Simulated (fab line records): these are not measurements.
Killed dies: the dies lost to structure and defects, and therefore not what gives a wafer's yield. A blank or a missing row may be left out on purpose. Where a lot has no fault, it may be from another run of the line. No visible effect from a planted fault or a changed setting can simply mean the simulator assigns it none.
Which tool was responsible? || flow berkeley_cmos170 || 14 lots (42 wafers sampled), 1 step of a 331-step route

== WHAT THE GAUGES SHOWED, per wafer ==
No reading from a measuring or inspecting step in the record can be judged against a usual standard deviation.

== TOOL THAT RAN EACH LOT (tool first, then ch and the chambers of the sampled wafers, then the start) ==
{"lot": "L620", "UCB170_PVT_DEVELOP_05": "litho_track-02 ch 0, day 5 17:00"}
{"lot": "L622", "UCB170_PVT_DEVELOP_05": "litho_track-01 ch 0, day 6 06:00"}
{"lot": "L625", "UCB170_PVT_DEVELOP_05": "litho_track-04 ch 0, day 6 12:00"}
{"lot": "L624", "UCB170_PVT_DEVELOP_05": "litho_track-01 ch 0, day 6 12:00"}
{"lot": "L623", "UCB170_PVT_DEVELOP_05": "litho_track-02 ch 0, day 6 12:00"}
{"lot": "L627", "UCB170_PVT_DEVELOP_05": "litho_track-02 ch 0, day 7 01:00"}
{"lot": "L629", "UCB170_PVT_DEVELOP_05": "litho_track-01 ch 0, day 7 10:00"}
{"lot": "L630", "UCB170_PVT_DEVELOP_05": "litho_track-04 ch 0, day 7 11:00"}
{"lot": "L631", "UCB170_PVT_DEVELOP_05": "litho_track-04 ch 0, day 8 03:00"}
{"lot": "L632", "UCB170_PVT_DEVELOP_05": "litho_track-04 ch 0, day 8 03:00"}
{"lot": "L637", "UCB170_PVT_DEVELOP_05": "litho_track-02 ch 0, day 9 17:00"}
{"lot": "L641", "UCB170_PVT_DEVELOP_05": "litho_track-01 ch 0, day 10 08:00"}
{"lot": "L643", "UCB170_PVT_DEVELOP_05": "litho_track-04 ch 0, day 11 00:00"}
{"lot": "L642", "UCB170_PVT_DEVELOP_05": "litho_track-04 ch 0, day 11 00:00"}
- UCB170_PVT_DEVELOP_05: develop time 45 s.

== AS READ BY THE TOOLS THEMSELVES (means over the sampled wafers that have a number; for cases with no such wafer, the mark the record gives instead) ==
UCB170_PVT_DEVELOP_05.
{"lot": "L620", "tool": "litho_track-02", "developer_temp_C (C)": 20.89}
{"lot": "L622", "tool": "litho_track-01", "developer_temp_C (C)": 20.91}
{"lot": "L625", "tool": "litho_track-04", "developer_temp_C (C)": 20.86}
{"lot": "L624", "tool": "litho_track-01", "developer_temp_C (C)": 20.92}
{"lot": "L623", "tool": "litho_track-02", "developer_temp_C (C)": 21.09}
{"lot": "L627", "tool": "litho_track-02", "developer_temp_C (C)": 20.97}
{"lot": "L629", "tool": "litho_track-01", "developer_temp_C (C)": 21.07}
{"lot": "L630", "tool": "litho_track-04", "developer_temp_C (C)": 21.02}
{"lot": "L631", "tool": "litho_track-04", "developer_temp_C (C)": 21.04}
{"lot": "L632", "tool": "litho_track-04", "developer_temp_C (C)": 21.15}
{"lot": "L637", "tool": "litho_track-02", "developer_temp_C (C)": 21.01}
{"lot": "L641", "tool": "litho_track-01", "developer_temp_C (C)": 20.80}
{"lot": "L643", "tool": "litho_track-04", "developer_temp_C (C)": 18.93}
{"lot": "L642", "tool": "litho_track-04", "developer_temp_C (C)": 18.77}

== THE ANSWER, worked out from the rows above alone ==
Rule: the usual values come from the lots themselves. Put in order of their means at a reading, lots are off if they are a third of the lots or fewer, leave a main group of 4 or more, and stand apart from it by a gap of 3 or more times the standard deviation of the main group's means; of several such gaps the widest counts. The tables above print the reading to a certain number of digits; a main group whose means all agree to those digits is not used. A lot without any number at a reading at which 4 lots or more have one is off too. All remaining lots with rows at the step are treated as sound. The gauges are gone through in route order, then the tools' own readings, and for those a lot's mean is taken as printed above. The first step at which some lot is off is used, and at that step the reading that is off furthest; a lot without a number counts as furthest.
Off, at UCB170_PVT_DEVELOP_05 on developer_temp_C: L643, L642. The main group has a mean of 20.98 C with a standard deviation of 0.099.
A tool fits if, at that step or a process step before it, it ran every lot that is off, and no sound lot after the first of them. One fits: UCB170_PVT_DEVELOP_05 on litho_track-04. Its last sound lot is L631 (day 8 03:00), its first lot that is off L643 (day 11 00:00): a fault that began between those two fits.
The tool's own readings at UCB170_PVT_DEVELOP_05 bear it out: on the lots that are off they differ by more than 5 times the standard deviation of the sound lots' means. developer_temp_C reads 18.85 C there against 20.98 C on the sound lots.

== WHAT THE SIMULATOR HAD PUT IN ==
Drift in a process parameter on litho_track-04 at UCB170_PVT_DEVELOP_05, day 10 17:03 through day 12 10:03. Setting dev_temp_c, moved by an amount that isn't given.
Lots struck among those shown: L643, L642. The rule given above showed the same thing.
